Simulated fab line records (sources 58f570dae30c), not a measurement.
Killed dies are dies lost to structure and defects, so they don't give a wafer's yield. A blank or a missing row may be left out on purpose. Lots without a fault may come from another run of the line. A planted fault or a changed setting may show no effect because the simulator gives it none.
fab line records	flow berkeley-cmos170
record lots=5	wafers=23
route steps=331 shown PSD@178 NSD@190 CONTACT@217 M2@276 M3@310
start-h: the number of hours between the record's first day and the start of the first shown wafer of the lot	wait-h: time in hours since the lot's previous step	" as in the row above	L1.1+2: a single row standing in for several wafers	- either no value or no given start	* or withheld: withheld	< > ~ a bound
route shown NAME@n: NAME is a module with steps in the file, n the number in the route of the first one	usual: average and standard deviation across the fault-free wafers	same: alike in all rows	chamber/n: place in a boat	sites: readings site by site	_std_site: the values' standard deviation	_edge_site: mean of outer sites minus mean of inner sites	radius-mm: how far each site lies from the wafer's centre	mask NAME#n: copy n	behind: the tool/chamber that last shaped the wafer	hold: why the lot went on hold/how many hours it stayed there/how the hold came to an end	device: which transistor (n, p or np) failed to switch	end of line: the tests these same wafers got at the end of their route	step lacking rows: just its recipe	killed: the dies lost at the first sort to structure and to defects; this is not the yield of the wafer	map: a wafer's dies, marking killed ones x, the rest . and places with no die _
set.NAME: setting as actually run; set.NAME@STEP: the setting as run at that earlier step	model.NAME: the simulator's own value behind a step, which no gauge read
lots whose settings were changed on purpose; a table a step, a row a wafer
## steps
# step UCB170_PSD_EXPOSE_03
# recipe mask-id=PSELECT_MOD	na=0.5	sigma-outer=0.6	source-shape=conventional	target-cd-nm=1200	dose-mj=30
lot.wafer	tool	chamber	start-h	wait-h	mask	set.dose-mj
L075.1+5+6	krf-scanner-02	0	140.54	0.2	PSELECT_MOD#0	30
L078.1+3+4+5+6	krf-scanner-01	0	154.87	0.2	PSELECT_MOD#0	30
L080.2+4+5	krf-scanner-01	0	176.62	0.1	PSELECT_MOD#0	30
L080.3+6	"	0	"	"	PSELECT_MOD#0	31.08
L082.1+2+6	krf-scanner-01	0	176.71	0.1	PSELECT_MOD#0	27.87
L082.3+5	"	0	"	"	PSELECT_MOD#0	30
L083.1+4	krf-scanner-02	0	176.95	0.3	PSELECT_MOD#0	30
L083.2+5+6	"	0	"	"	PSELECT_MOD#0	28.43
# step UCB170_PSD_PEB_04
# recipe peb-temp-c=129.1	peb-time-s=withheld	resist=KrF
# step UCB170_PSD_DEVELOP_05
# recipe developer=TMAH	develop-time-s=45	resist=KrF	dev-temp-c=21
# step UCB170_PSD_CD_MEAS_06
# recipe target-cd-nm=1200
# usual cd-nm=1200.0/1.4
lot.wafer	tool	chamber	start-h	wait-h	set.dose-mj@PSD_EXPOSE_03	cd-nm
L075.1	cd-sem-02	-	140.93	-	30	1197.5
L075.5	"	-	"	"	30	1196.9
L075.6	"	-	"	"	30	1197.8
L078.1	cd-sem-01	-	155.54	-	30	1199.6
L078.3	"	-	"	"	30	1199.6
L078.4	"	-	"	"	30	1199.0
L078.5	"	-	"	"	30	1199.3
L078.6	"	-	"	"	30	1200.8
L080.2	cd-sem-02	-	177.36	-	30	1198.5
L080.3	"	-	"	"	31.08	1205.6
L080.4	"	-	"	"	30	1198.4
L080.5	"	-	"	"	30	1200.4
L080.6	"	-	"	"	31.08	1205.4
L082.1	cd-sem-02	-	177.61	-	27.87	1189.2
L082.2	"	-	"	"	27.87	1190.0
L082.3	"	-	"	"	30	1202.0
L082.5	"	-	"	"	30	1202.9
L082.6	"	-	"	"	27.87	1188.8
L083.1	cd-sem-01	-	177.77	-	30	1201.5
L083.2	"	-	"	"	28.43	1192.0
L083.4	"	-	"	"	30	1202.2
L083.5	"	-	"	"	28.43	1192.5
L083.6	"	-	"	"	28.43	1193.2
# step UCB170_NSD_EXPOSE_03
# recipe mask-id=NSELECT_MOD	na=0.5	sigma-outer=0.6	source-shape=conventional	target-cd-nm=1200	dose-mj=30
lot.wafer	tool	chamber	start-h	wait-h	mask	set.dose-mj
L075.1+5+6	krf-scanner-02	0	143.89	0.2	NSELECT_MOD#0	30
L078.1+3+4+5+6	krf-scanner-02	0	156.83	0.1	NSELECT_MOD#0	30
L080.2+4	krf-scanner-02	0	178.51	0.1	NSELECT_MOD#0	30
L080.3+5+6	"	0	"	"	NSELECT_MOD#0	27.8
L082.1+3+6	krf-scanner-02	0	178.70	0.1	NSELECT_MOD#0	30.9
L082.2+5	"	0	"	"	NSELECT_MOD#0	30
L083.1+5+6	krf-scanner-01	0	179.07	0.2	NSELECT_MOD#0	30
L083.2+4	"	0	"	"	NSELECT_MOD#0	31.66
# step UCB170_NSD_DEVELOP_05
# recipe developer=TMAH	develop-time-s=45	resist=KrF	dev-temp-c=21
lot.wafer	tool	chamber	start-h	wait-h	set.dev-temp-c
L075.1+5+6	litho-track-02	0	-	-	21
L078.1+5+6	litho-track-03	0	-	-	19.43
L078.3+4	"	0	"	"	21
L080.2+6	litho-track-02	0	-	-	18.44
L080.3+4+5	"	0	"	"	21
L082.1+2	litho-track-02	0	-	-	18.94
L082.3+5+6	"	0	"	"	21
L083.1+2+4	litho-track-03	0	-	-	24.71
L083.5+6	"	0	"	"	21
# step UCB170_NSD_CD_MEAS_06
# recipe target-cd-nm=1200
# usual cd-nm=1200.4/1.4
lot.wafer	tool	chamber	start-h	wait-h	set.dose-mj@NSD_EXPOSE_03	cd-nm
L075.1	cd-sem-02	-	144.94	-	30	1200.6
L075.5	"	-	"	"	30	1201.1
L075.6	"	-	"	"	30	1200.5
L078.1	cd-sem-01	-	157.22	-	30	1199.4
L078.3	"	-	"	"	30	1200.3
L078.4	"	-	"	"	30	1199.9
L078.5	"	-	"	"	30	1200.0
L078.6	"	-	"	"	30	1200.6
L080.2	cd-sem-01	-	178.99	-	30	1202.5
L080.3	"	-	"	"	27.8	1188.0
L080.4	"	-	"	"	30	1200.2
L080.5	"	-	"	"	27.8	1186.8
L080.6	"	-	"	"	27.8	1186.7
L082.1	cd-sem-01	-	179.24	-	30.9	1206.8
L082.2	"	-	"	"	30	1204.0
L082.3	"	-	"	"	30.9	1207.8
L082.5	"	-	"	"	30	1201.7
L082.6	"	-	"	"	30.9	1207.6
L083.1	cd-sem-01	-	179.67	-	30	1198.2
L083.2	"	-	"	"	31.66	1207.4
L083.4	"	-	"	"	31.66	1208.5
L083.5	"	-	"	"	30	1197.6
L083.6	"	-	"	"	30	1199.1
# step UCB170_CONTACT_CVD_01
# recipe material=PSG	target-thk-nm=700	temp-c=450	precursor=SiH4/O2/PH3	time-s=2820	pressure-mtorr=300	sih4-flow-sccm=60	o2-flow-sccm=90	ph3-flow-sccm=25
lot.wafer	tool	chamber	start-h	wait-h	set.sih4-flow-sccm
L075.1+5+6	lpcvd-02	1	148.32	0.0	60
L078.1+3+4+5+6	-	-	-	0.0	60
L080.2+3+4+5+6	-	-	-	0.2	60
L082.1+2+3+5+6	-	-	-	1.1	60
L083.1+2+4+5+6	-	-	-	0.7	51.48
# step UCB170_CONTACT_ETCH_17
# recipe chemistry=N2/H2	target-depth-a=withheld	overetch-a=withheld	target=BARC	time-s=withheld	source-w=500	bias-w=100	pressure-mtorr=30	n2-flow-sccm=100	h2-flow-sccm=200
lot.wafer	tool	chamber	start-h	wait-h	set.pressure-mtorr
L075.1+5+6	rie-diel-01	1,2,1	153.52	0.0	30
L078.1+3+4+5+6	rie-diel-01	2,0,1,2,1	163.98	0.0	30
L080.2+3+4+5+6	rie-diel-04	2,0,1,0,1	185.48	0.0	34.07
L082.1+2+3+5+6	rie-diel-01	2,3,1,3,2	186.91	0.0	32.76
L083.1+2+4+5+6	rie-diel-04	2,1,0,3,2	187.19	0.0	33.74
# step UCB170_CONTACT_ETCH_18
# recipe chemistry=CHF3/CF4/Ar	target=PSG	stop-on=TiSi2	CHF3_flow_sccm=45	cf4-flow-sccm=15	Ar_flow_sccm=150	pressure-mtorr=200	rf-w=700	target-depth-a=8400	over-etch-frac=0.2	time-s=195
lot.wafer	tool	chamber	start-h	wait-h	set.sih4-flow-sccm@CONTACT_CVD_01	model.etch.depth-nm
L075.1	rie-diel-01	1	-	-	60	700.3
L075.5	"	2	"	"	60	699.8
L075.6	"	1	"	"	60	696.2
L078.1+5+6	rie-diel-01	2,2,1	-	-	60	-
L078.3	"	0	"	"	60	703.4
L078.4	"	1	"	"	60	700.4
L080.2+5	rie-diel-04	2,0	-	-	60	-
L080.3	"	0	"	"	60	702.8
L080.4	"	1	"	"	60	700.6
L080.6	"	1	"	"	60	707.2
L082.1+2+5	rie-diel-01	2,3,3	-	-	60	-
L082.3	"	1	"	"	60	704.2
L082.6	"	2	"	"	60	706.3
L083.1+4	rie-diel-04	2,0	-	-	51.48	-
L083.2	"	1	"	"	51.48	670.7
L083.5	"	3	"	"	51.48	671.4
L083.6	"	2	"	"	51.48	670.3
# step UCB170_M2_COAT_05
# recipe resist=KrF	spin-rpm=1500	resist-thk-nm=900
lot.wafer	tool	chamber	start-h	wait-h	set.spin-rpm	model.KrF_of_M2_COAT_05.thk-nm
L075.1	litho-track-03	0	162.84	0.1	1500	898
L075.5	"	0	"	"	1500	895.1
L075.6	"	0	"	"	1500	897.6
L078.1	litho-track-04	0	174.65	0.1	1500	895.5
L078.3	"	0	"	"	1566	877.8
L078.4	"	0	"	"	1500	899
L078.5	"	0	"	"	1500	895.7
L078.6	"	0	"	"	1566	877.5
L080.2	litho-track-03	0	194.25	0.1	1450	913.2
L080.3	"	0	"	"	1500	896
L080.4	"	0	"	"	1500	893.5
L080.5	"	0	"	"	1450	913.6
L080.6	"	0	"	"	1450	911.2
L082.1	litho-track-01	0	196.87	0.1	1500	901.3
L082.2	"	0	"	"	1401	931
L082.3	"	0	"	"	1401	929.4
L082.5	"	0	"	"	1401	929.2
L082.6	"	0	"	"	1500	897.5
L083.1	litho-track-04	0	197.10	0.1	1422	922.8
L083.2	"	0	"	"	1422	922.1
L083.4	"	0	"	"	1500	900.4
L083.5	"	0	"	"	1500	898.4
L083.6	"	0	"	"	1422	919.4
# step UCB170_M2_SOFTBAKE_06
# recipe resist=KrF	temp-c=130	time-s=60
# step UCB170_M2_STRIP_07
# recipe chemistry=O2	power-w=400	pressure-mtorr=3500	platen-temp-c=withheld	o2-flow-sccm=400	overash-fraction=0.5
# usual strip-time-to-endpoint-s=21.94/0.065
lot.wafer	tool	chamber	start-h	wait-h	set.spin-rpm@M2_COAT_05	strip-time-to-endpoint-s
L075.1	plasma-asher-01	1	163.14	0.1	1500	21.91
L075.5	"	0	"	"	1500	21.85
L075.6	"	1	"	"	1500	21.91
L078.1	plasma-asher-04	1	174.95	0.1	1500	21.87
L078.3	"	1	"	"	1566	21.43
L078.4	"	0	"	"	1500	21.94
L078.5	"	1	"	"	1500	21.86
L078.6	"	0	"	"	1566	21.44
L080.2	plasma-asher-04	0	194.53	0.1	1450	22.28
L080.3	"	1	"	"	1500	21.87
L080.4	"	0	"	"	1500	21.80
L080.5	"	0	"	"	1450	22.29
L080.6	"	1	"	"	1450	22.24
L082.1	plasma-asher-04	0	197.17	0.1	1500	21.99
L082.2	"	1	"	"	1401	22.71
L082.3	"	1	"	"	1401	22.66
L082.5	"	1	"	"	1401	22.64
L082.6	"	0	"	"	1500	21.91
L083.1	plasma-asher-01	1	197.40	0.1	1422	22.52
L083.2	"	0	"	"	1422	22.51
L083.4	"	0	"	"	1500	21.97
L083.5	"	0	"	"	1500	21.94
L083.6	"	1	"	"	1422	22.44
# step UCB170_M2_PEB_13
# recipe peb-temp-c=130	peb-time-s=withheld	resist=KrF
lot.wafer	tool	chamber	start-h	wait-h	set.peb-temp-c
L075.1+5+6	litho-track-03	0	164.50	0.1	130
L078.1+3+6	litho-track-03	0	176.49	0.6	130
L078.4+5	"	0	"	"	128.8
L080.2+3+4+5+6	litho-track-03	0	196.04	0.1	130
L083.1+5	litho-track-03	0	202.37	1.0	132.3
L083.2+4+6	"	0	"	"	130
L082.1+2+3+5+6	litho-track-01	0	202.65	1.0	130
# step UCB170_M2_DEVELOP_14
# recipe developer=TMAH	develop-time-s=45	resist=KrF	dev-temp-c=21
# step UCB170_M2_CD_MEAS_15
# recipe target-cd-nm=700
# usual cd-nm=699.9/1.5
lot.wafer	tool	chamber	start-h	wait-h	set.peb-temp-c@M2_PEB_13	cd-nm
L075.1	cd-sem-01	-	164.78	-	130	701.4
L075.5	"	-	"	"	130	699.7
L075.6	"	-	"	"	130	701.5
L078.1	cd-sem-01	-	176.77	-	130	702.3
L078.3	"	-	"	"	130	701.8
L078.4	"	-	"	"	128.8	711.3
L078.5	"	-	"	"	128.8	710.6
L078.6	"	-	"	"	130	702.7
L080.2	cd-sem-02	-	196.38	-	130	698.6
L080.3	"	-	"	"	130	698.5
L080.4	"	-	"	"	130	698.2
L080.5	"	-	"	"	130	698.1
L080.6	"	-	"	"	130	698.6
L083.1	cd-sem-01	-	202.65	-	132.3	687.3
L083.2	"	-	"	"	130	700.0
L083.4	"	-	"	"	130	700.0
L083.5	"	-	"	"	132.3	685.9
L083.6	"	-	"	"	130	700.2
L082.1	cd-sem-02	-	202.92	-	130	701.4
L082.2	"	-	"	"	130	699.2
L082.3	"	-	"	"	130	701.6
L082.5	"	-	"	"	130	700.2
L082.6	"	-	"	"	130	699.8
# step UCB170_M2_ETCH_17
# recipe chemistry=N2/H2	target-depth-a=withheld	overetch-a=withheld	target=BARC	time-s=withheld	source-w=500	bias-w=100	pressure-mtorr=30	n2-flow-sccm=100	h2-flow-sccm=200
lot.wafer	tool	chamber	start-h	wait-h	set.peb-temp-c@M2_PEB_13	model.M2.cd-nm
L075.1	rie-diel-04	2	164.93	0.0	130	700.5
L075.5	"	0	"	"	130	699.3
L075.6	"	1	"	"	130	700.9
L078.1	rie-diel-04	3	176.92	0.0	130	702.5
L078.3	"	1	"	"	130	701.5
L078.4	"	2	"	"	128.8	711
L078.5	"	0	"	"	128.8	710.7
L078.6	"	1	"	"	130	702.3
L080.2	rie-diel-01	3	196.51	0.0	130	698.2
L080.3	"	0	"	"	130	698.3
L080.4	"	2	"	"	130	699.2
L080.5	"	0	"	"	130	698.8
L080.6	"	3	"	"	130	699
L083.1	rie-diel-01	2	202.80	0.0	132.3	688.6
L083.2	"	0	"	"	130	701.2
L083.4	"	3	"	"	130	700.7
L083.5	"	2	"	"	132.3	687.8
L083.6	"	0	"	"	130	700.3
L082.1	rie-diel-03	2	203.08	0.0	130	701.7
L082.2	"	0	"	"	130	698.5
L082.3	"	1	"	"	130	700.9
L082.5	"	2	"	"	130	699.8
L082.6	"	3	"	"	130	699.3
# step UCB170_M3_SPUTTER_01
# recipe material=Al	target-thk-nm=900	time-s=120	power-w=6000	chamber-pressure-pa=0.5
lot.wafer	tool	chamber	start-h	wait-h	set.time-s	model.Al_of_M3_SPUTTER_01.thk-nm
L075.1	pvd-sputter-04	-	168.07	0.0	120	911.6
L075.5	"	-	"	"	120	894
L075.6	"	-	"	"	120	910.1
L078.1	pvd-sputter-03	-	179.87	0.0	103.5	765.6
L078.3	"	-	"	"	120	901.6
L078.4	"	-	"	"	120	892.3
L078.5	"	-	"	"	103.5	773.1
L078.6	"	-	"	"	103.5	771
L080.2	pvd-sputter-01	-	200.08	0.0	128	964.5
L080.3	"	-	"	"	120	900.4
L080.4	"	-	"	"	120	893.8
L080.5	"	-	"	"	128	954.1
L080.6	"	-	"	"	120	901.8
L083.1	pvd-sputter-03	-	206.48	0.0	135	995
L083.2	"	-	"	"	120	893.1
L083.4	"	-	"	"	135	1005
L083.5	"	-	"	"	120	886.7
L083.6	"	-	"	"	120	887.3
L082.1+2	pvd-sputter-04	-	206.75	0.0	136.6	1022
L082.3	"	-	"	"	120	918.1
L082.5	"	-	"	"	136.6	1018
L082.6	"	-	"	"	120	903.4
# step UCB170_M3_RS_MEAS_02
# recipe thk-meas-gauge=four-point-probe	reads=Al_of_M3_SPUTTER_01
# usual M3_AL_RS=0.0322/0.00033
lot.wafer	tool	chamber	start-h	wait-h	set.time-s@M3_SPUTTER_01	M3_AL_RS[ohm/sq]
L075.1	film-metro-04	-	168.15	0.0	120	0.0317
L075.5	"	-	"	"	120	0.0324
L075.6	"	-	"	"	120	0.0318
L078.1	film-metro-03	-	179.95	0.0	103.5	0.0379
L078.3	"	-	"	"	120	0.0321
L078.4	"	-	"	"	120	0.0325
L078.5	"	-	"	"	103.5	0.0375
L078.6	"	-	"	"	103.5	0.0377
L080.2	film-metro-03	-	200.19	0.1	128	0.0301
L080.3	"	-	"	"	120	0.0321
L080.4	"	-	"	"	120	0.0324
L080.5	"	-	"	"	128	0.0304
L080.6	"	-	"	"	120	0.0321
L083.1	film-metro-01	-	206.56	0.0	135	0.0290
L083.2	"	-	"	"	120	0.0324
L083.4	"	-	"	"	135	0.0287
L083.5	"	-	"	"	120	0.0327
L083.6	"	-	"	"	120	0.0326
L082.1	film-metro-03	-	206.83	0.0	136.6	0.0283
L082.2	"	-	"	"	136.6	0.0283
L082.3	"	-	"	"	120	0.0315
L082.5	"	-	"	"	136.6	0.0284
L082.6	"	-	"	"	120	0.0321
# step UCB170_M3_THK_MEAS_03
# recipe thk-meas-gauge=xrf	reads=Al_of_M3_SPUTTER_01
# usual M3_AL_THK=890/9.1
lot.wafer	tool	chamber	start-h	wait-h	set.time-s@M3_SPUTTER_01	M3_AL_THK[nm]
L075.1	film-metro-04	-	168.27	0.1	120	902
L075.5	"	-	"	"	120	880
L075.6	"	-	"	"	120	899
L078.1	film-metro-03	-	180.07	0.1	103.5	758
L078.3	"	-	"	"	120	890
L078.4	"	-	"	"	120	884
L078.5	"	-	"	"	103.5	766
L078.6	"	-	"	"	103.5	762
L080.2	film-metro-03	-	200.30	0.1	128	948
L080.3	"	-	"	"	120	890
L080.4	"	-	"	"	120	879
L080.5	"	-	"	"	128	934
L080.6	"	-	"	"	120	884
L083.1	film-metro-01	-	206.68	0.1	135	992
L083.2	"	-	"	"	120	893
L083.4	"	-	"	"	135	1008
L083.5	"	-	"	"	120	883
L083.6	"	-	"	"	120	887
L082.1	film-metro-03	-	206.95	0.1	136.6	1000
L082.2	"	-	"	"	136.6	1003
L082.3	"	-	"	"	120	903
L082.5	"	-	"	"	136.6	1001
L082.6	"	-	"	"	120	893
# step UCB170_M3_COAT_10
# recipe resist=KrF	spin-rpm=1500	resist-thk-nm=900
lot.wafer	tool	chamber	start-h	wait-h	set.resist-thk-nm	model.KrF_of_M3_COAT_10.thk-nm
L075.1	litho-track-02	0	-	-	900	901
L075.5	"	0	"	"	900	900.3
L075.6	"	0	"	"	900	899.3
L078.1+5+6	litho-track-01	0	-	-	900	-
L078.3	"	0	"	"	900	897.8
L078.4	"	0	"	"	900	899.9
L080.2	litho-track-02	0	-	-	900	-
L080.3	"	0	"	"	930.4	925.5
L080.4	"	0	"	"	930.4	925.4
L080.5	"	0	"	"	930.4	-
L080.6	"	0	"	"	900	891.8
L083.1	litho-track-04	0	-	-	944.7	-
L083.2	"	0	"	"	944.7	945.3
L083.4	"	0	"	"	900	-
L083.5	"	0	"	"	900	900
L083.6	"	0	"	"	900	904.7
L082.1+2+5	litho-track-02	0	-	-	900	-
L082.3	"	0	"	"	900	899.2
L082.6	"	0	"	"	900	899.1
## key
split step=UCB170_PSD_EXPOSE_03	setting=dose-mj	stated=30	by=wafer
response step=UCB170_PSD_CD_MEAS_06	reading=cd-nm	change=+1.82	per=1%	r=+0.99
split step=UCB170_NSD_EXPOSE_03	setting=dose-mj	stated=30	by=wafer
response step=UCB170_NSD_CD_MEAS_06	reading=cd-nm	change=+1.84	per=1%	r=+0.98
split step=UCB170_NSD_DEVELOP_05	setting=dev-temp-c	stated=21	by=wafer
response none clear
split step=UCB170_CONTACT_CVD_01	setting=sih4-flow-sccm	stated=60	by=lot
response step=UCB170_CONTACT_ETCH_18	reading=model.etch.depth-nm	change=+2.2	per=1%	r=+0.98
split step=UCB170_CONTACT_ETCH_17	setting=pressure-mtorr	stated=30	by=lot
response none clear
split step=UCB170_M2_COAT_05	setting=spin-rpm	stated=1500	by=wafer
response step=UCB170_M2_COAT_05	reading=model.KrF_of_M2_COAT_05.thk-nm	change=-4.54	per=1%	r=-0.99
response step=UCB170_M2_STRIP_07	reading=strip-time-to-endpoint-s	change=*	per=1%	r=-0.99
split step=UCB170_M2_PEB_13	setting=peb-temp-c	stated=130	by=wafer
response step=UCB170_M2_CD_MEAS_15	reading=cd-nm	change=-8.02	per=1%	r=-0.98
response step=UCB170_M2_ETCH_17	reading=model.M2.cd-nm	change=-7.56	per=1%	r=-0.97
split step=UCB170_M3_SPUTTER_01	setting=time-s	stated=120	by=wafer
response step=UCB170_M3_SPUTTER_01	reading=model.Al_of_M3_SPUTTER_01.thk-nm	change=+8.7	per=1%	r=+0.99
response step=UCB170_M3_RS_MEAS_02	reading=M3_AL_RS	change=-0.000313	per=1%	r=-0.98
response step=UCB170_M3_THK_MEAS_03	reading=M3_AL_THK	change=+8.48	per=1%	r=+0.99
split step=UCB170_M3_COAT_10	setting=resist-thk-nm	stated=900	by=wafer
response step=UCB170_M3_COAT_10	reading=model.KrF_of_M3_COAT_10.thk-nm	change=+9.05	per=1%	r=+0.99
